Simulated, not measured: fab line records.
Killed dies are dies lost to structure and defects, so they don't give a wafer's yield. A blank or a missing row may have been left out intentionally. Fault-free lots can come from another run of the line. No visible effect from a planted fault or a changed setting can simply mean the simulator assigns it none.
Problem report in the 8D (eight disciplines) form, filled by code | flow berkeley-cmos170 | the parts of the form that need people (team, actions taken, sign-off) are left out

1. THE PROBLEM
run-length-s at UCB170_V2_ETCH_14 reads a mean of 261.4 s on 6 wafers of 2 lots; wafers without a fault read 319.2 s with a standard deviation of 0.52. So: -99 or more standard deviations from the usual mean.
The step: etches SiO2 in CHF3/CF4/Ar, stops on Al, target depth 1250 nm, time 291 s.
The first sign was on wafer L926.2 at day 10 14:57, on rie-diel-02. At this step, 42 wafers from 14 lots have a number in the record. Rule for "out" (also "out of limits"): further than 4 standard deviations from the usual mean. The rest of the wafers with a number are treated as sound.

2. WHAT IT IS, WHAT IT ISN'T
question                    | is                           | is not
which readings at this step | run-length-s, oes-product-au | drypump-motor-current-A, throttle-valve-pct
which lots                  | L926, L931                   | L913, L914, L917, L918, L919, L920, L922, L923, L924, L927, L934, L935
which wafers of those lots  | all that have a number       | -
read on which tools         | rie-diel-02                  | rie-diel-01, rie-diel-04
when                        | from day 10 14:57            | up to then (27 sound wafers); but 9 sound wafers of L927, L934, L935 came after

3. WHAT RULES OUT EACH SUSPECT
Counting: a tool stays on the suspect list if, at a process step up to the reading, it processed all lots that are out and no sound lot following the first of them.
- rie-diel-02 at UCB170_V2_ETCH_14 (etches SiO2 in CHF3/CF4/Ar, stops on Al, target depth 1250 nm, time 291 s): kept. It processed each lot that is out, first L926 at day 10 14:57, and no sound lot thereafter; up to then, the last sound lot it processed was L924 at day 9 22:10. Its own oes-product-au, run-length-s readings are out on those wafers.
After counting, what remains is rie-diel-02 at UCB170_V2_ETCH_14.

4. THE CAUSE (what the simulator had put in)
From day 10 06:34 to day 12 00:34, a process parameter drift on rie-diel-02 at UCB170_V2_ETCH_14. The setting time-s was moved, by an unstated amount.
This tool alone remained once counting was done.

5. SEQUENCE OF EFFECTS, ordered by route
Each row: a reading where the mean over the struck wafers with a number is more than 3 standard deviations away from the usual. Readings are gone through only where the record gives a usual standard deviation; hours: the median, over the lots, of the time from a lot's start at the first step in this table giving one to that lot's start at this step; sigmas: the change measured in usual standard deviations.
hours | step               | reading                  | usual      | on struck wafers | change | sigmas
0     | UCB170_V2_ETCH_14  | oes-product-au           | 0.872 a.u. | 1.007            | +0.135 | +17
0     | UCB170_V2_ETCH_14  | run-length-s             | 319.2 s    | 261.4            | -57.8  | -99 or more
0     | UCB170_V2_STRIP_15 | strip-time-to-endpoint-s | 15.33 s    | 16.50            | +1.17  | +12
Process steps it contains:
- UCB170_V2_ETCH_14: etches SiO2 in CHF3/CF4/Ar, stops on Al, target depth 1250 nm, time 291 s.
- UCB170_V2_STRIP_15: strips in O2.

6. WHAT WOULD HAVE CAUGHT IT SOONER
8 hours passed between the start of the fault at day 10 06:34 and the first reading out of limits in this record, taken at day 10 14:57.
